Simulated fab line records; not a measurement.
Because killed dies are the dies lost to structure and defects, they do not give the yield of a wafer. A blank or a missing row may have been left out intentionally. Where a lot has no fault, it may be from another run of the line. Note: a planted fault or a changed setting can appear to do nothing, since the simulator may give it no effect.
One fault seen from 2 desks -- flow berkeley_cmos170 -- every desk sees just its own numbers, and what lay behind them comes last

== METROLOGY DESK ==
What the gauges read, lot by lot, whatever tool the lot ran on: means of the sampled wafers that have a number. Marked OUT: a lot whose mean sits more than 4 standard deviations from the usual mean, which makes it out of limits; the brackets give that distance.
Columns: A = cd_nm at UCB170_ACTIVE_CD_MEAS_13, usual 1199.6 nm; B = NVT_OVL at UCB170_NVT_OVL_MEAS_06, usual 1 nm
lot,first seen here,A,B
L470,day 4 23:23,1204.2,6
L469,day 4 23:28,1200.9,2
L473,day 5 15:05,1199.2,-2
L474,day 5 15:23,1197.7,-1
L478,day 6 11:58,1200.8,8
L479,day 6 12:04,1199.1,2
L475,day 6 12:16,1200.4,-2
L477,day 6 12:36,1200.6,3
L481,day 7 02:26,1199.0,-10
L482,day 7 10:55,1198.9,3
L486,day 8 03:31,1200.5,2
L488,day 8 13:35,1199.0,-7
L491,day 9 00:54,1197.7,5
L492,day 9 13:45,1197.9,6
Finding of this desk: none of the 14 lots has anything out of limits.

== FOR THE TOOL OWNER'S DESK: rie_diel-04 ==
The tool's own readings at UCB170_GATE_ETCH_14 (etches BARC in N2/H2): means of the sampled wafers that have a number, for each lot that ran on this tool. Marked OUT: a lot whose mean sits more than 4 standard deviations from the usual mean, which makes it out of limits; the brackets give that distance.
Columns: A = drypump_motor_current_A at UCB170_GATE_ETCH_14, usual 5.9 A; B = h2_flow_sccm at UCB170_GATE_ETCH_14, usual 200.1 sccm; C = n2_flow_sccm at UCB170_GATE_ETCH_14, usual 100.02 sccm; D = oes_product_au at UCB170_GATE_ETCH_14, usual 0.985 a.u.; E = throttle_valve_pct at UCB170_GATE_ETCH_14, usual 13.28 %
lot,first seen here,A,B,C,D,E
L469,day 7 05:54,6.2,200.1,99.94,0.997,13.25
L473,day 7 18:44,6.1,200.4,100.24,0.994,13.27
L477,day 8 20:05,6.0,199.9,100.15,0.999,13.24
L479,day 8 20:55,6.1,199.8,100.08,1.015,13.28
L481,day 9 04:22,6.3,200.4,100.16,0.971,13.22
L482,day 9 20:17,6.0,200.2,100.00,1.194 (+10) OUT,13.25
L486,day 10 10:38,6.2,199.8,99.69,1.214 (+11) OUT,13.29
Finding of this desk: L482, L486 out of limits; the first was L482 at day 9 20:17, on oes_product_au at UCB170_GATE_ETCH_14. L469, L473, L477, L479, L481: within limits.

== PUT TOGETHER ==
On L482, L486, at day 9 20:17, an alarm was possible from the tool owner's desk.
The metrology desk saw nothing out of limits.
The metrology desk has L482, L486 on record, within its limits.
All the named lots went through UCB170_GATE_ETCH_14 on rie_diel-04.

== WHAT THE SIMULATOR HAD PUT IN ==
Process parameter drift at UCB170_GATE_ETCH_14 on rie_diel-04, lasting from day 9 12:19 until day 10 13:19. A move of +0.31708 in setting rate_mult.
Struck lots among those shown: L482, L486.
Hours from the fault's start to each desk's first reading out of limits: the tool owner's desk, 8.
